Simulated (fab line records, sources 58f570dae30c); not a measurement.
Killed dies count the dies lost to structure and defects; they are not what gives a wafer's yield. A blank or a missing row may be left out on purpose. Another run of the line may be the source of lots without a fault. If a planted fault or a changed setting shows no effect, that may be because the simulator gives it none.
Matching of chambers + flow berkeley_cmos170 + rie_diel-02 running UCB170_SPACER_ETCHBACK_03: 4 sister chambers
The step etches SiO2 in CHF3/CF4/Ar, stops on Si, target depth 376 nm, time 100 s. 8 wafers are shown with their chamber, then 6 later ones without.

== WAFERS, EACH WITH ITS CHAMBER ==
| wafer  | chamber | throttle_valve_pct (%) | oes_product_au (a.u.) |
|--------|---------|------------------------|-----------------------|
| L559.1 | 1       | 6.26                   | 0.888                 |
| L564.3 | 3       | 6.67                   | 0.922                 |
| L564.5 | 2       | 6.39                   | 0.886                 |
| L564.6 | 3       | 6.65                   | 0.944                 |
| L561.4 | 2       | 6.38                   | 0.924                 |
| L567.2 | 1       | 6.27                   | 0.884                 |
| L567.3 | 0       | 6.42                   | 0.907                 |
| L567.5 | 0       | 6.42                   | 0.917                 |

== WAFERS WITH NO CHAMBER GIVEN ==
| wafer  | throttle_valve_pct (%) | oes_product_au (a.u.) |
|--------|------------------------|-----------------------|
| L570.1 | 6.27                   | 0.883                 |
| L570.3 | 6.39                   | 0.895                 |
| L570.6 | 6.39                   | 0.907                 |
| L574.3 | 6.37                   | 0.885                 |
| L574.5 | 6.67                   | 0.922                 |
| L574.6 | 6.42                   | 0.918                 |

== CHAMBER TAKEN BY EACH ==
| wafer  | from the rows above | in truth |
|--------|---------------------|----------|
| L570.1 | 1                   | 1        |
| L570.3 | 2                   | 2        |
| L570.6 | 2                   | 2        |
| L574.3 | 2                   | 2        |
| L574.5 | 3                   | 3        |
| L574.6 | 0                   | 0        |
Placed correctly: 6 of 6. Not placeable from these rows: 0. Number placed wrongly: 0.
How it was worked out, from the rows above alone: a wafer's distance from a chamber is the root of the sum, over the readings, of the square of ((its reading less the chamber's mean) divided by the reading's scatter). If the next closest chamber is less than 2 further off than the closest, the wafer can't be placed; otherwise it belongs to the closest. Each chamber's mean is taken over the wafers shown for it. How the scatter is found: for the shown wafers, subtract from each reading the mean of its chamber, square and add these, divide the total by (wafers less chambers), then take the root.
